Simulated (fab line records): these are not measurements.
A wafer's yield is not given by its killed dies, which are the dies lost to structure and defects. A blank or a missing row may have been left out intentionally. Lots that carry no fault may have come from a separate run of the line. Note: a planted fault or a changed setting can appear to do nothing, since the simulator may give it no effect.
A lot that was struck, set against a sound lot :: flow ritCmos :: 18 steps out of a route of 202
Sound: wafers L222.2, L222.3, L222.6. The struck wafers were L240.1, L240.4, L240.6. Last of all comes the cause.
Order at every step that has rows: each side's tool, ch and its chambers, its first start. Under that, the readings that differ: sound wafers :: struck wafers :: difference of the means :: sigmas: that difference in standard deviations of wafers without a fault.
alike: readings whose means differ by less than 2 such deviations, and words and numbers that are the same on both sides. not compared: withheld readings, readings that some wafer has no value for, bounds like >300 that may hide the same value, and numbers for which the record gives no deviation and whose values overlap.
A row with sigmas, a row that says differs or no value, or rows on one side alone: a step with any of these is where the two part. Numbers that don't overlap but have no deviation are shown without sigmas and don't part them. A reading that every wafer of one side lacks parts them only if that side has two wafers or more.

first, 4 steps without rows for these wafers: RIT_NRETRO_SOFTBAKE_02 (time 60 s); RIT_NRETRO_EXPOSE_03 (exposes mask M4, target cd 43900 nm); RIT_NRETRO_PEB_04; RIT_NRETRO_DEVELOP_05 (develop time 68 s).
RIT_NRETRO_OVL_MEAS_06:
  sound on overlay-02, day 2 07:07; struck on overlay-01, day 6 03:23
  alike: NRETRO_OVL
then, 2 steps without rows for these wafers: RIT_NRETRO_HARDBAKE_07 (time 120 s); RIT_NRETRO_IMPLANT_08.
RIT_NRETRO_STRIP_09: strips in O2, time 180 s.
  sound on plasmaAsher-01 ch 0,1, day 2 07:33; struck on plasmaAsher-02 ch 0,1, day 6 03:50
reading: drypumpMotorCurrentA (A)
sound: 5.5 5.4 5.4
struck: 6.4 6.4 5.5
difference: +0.7
sigmas: +2
  not compared: rfHoursCounterH
RIT_NRETRO_TW_MEAS_10:
  sound on filmMetro-03, day 2 07:44; struck on filmMetro-03, day 6 04:00
  alike: NRETRO_TW
then, 3 steps without rows for these wafers: RIT_PRETRO_HMDS_00 (prime time 60 s); RIT_PRETRO_COAT_01 (resist thk 1300 nm); RIT_PRETRO_SOFTBAKE_02 (time 60 s).
RIT_PRETRO_EXPOSE_03: exposes mask M5, target cd 43700 nm.
  sound on ilineStepper-02 ch 0, day 2 08:23; struck on ilineStepper-01 ch 0, day 6 04:34
  alike: mask
then, 2 steps without rows for these wafers: RIT_PRETRO_PEB_04; RIT_PRETRO_DEVELOP_05 (develop time 68 s).
RIT_PRETRO_OVL_MEAS_06:
  sound on overlay-02, day 2 08:47; struck on overlay-02, day 6 05:08
reading: PRETRO_OVL (nm)
sound: 1.2 0.4 1.0
struck: 3.7 3.8 4.0
difference: +3.0
sigmas: +2
then, 1 step without rows for these wafers: RIT_PRETRO_HARDBAKE_07 (time 120 s).
RIT_M1_PROBE_99:
  sound on prober-01, day 3 14:02; struck on prober-01, day 7 08:13
reading: killed_at_M0_to_M3
sound: 0 0 0
struck: 0 1 0
difference: +0
sigmas: +2
  alike: killedAtContacts, killedAtFrontEnd, killedDies, killedOpen, killedShort

WHERE THEY PART
Last at RIT_M1_PROBE_99 as far as this record goes, first at RIT_NRETRO_STRIP_09.

WHY: whatever the simulator had introduced
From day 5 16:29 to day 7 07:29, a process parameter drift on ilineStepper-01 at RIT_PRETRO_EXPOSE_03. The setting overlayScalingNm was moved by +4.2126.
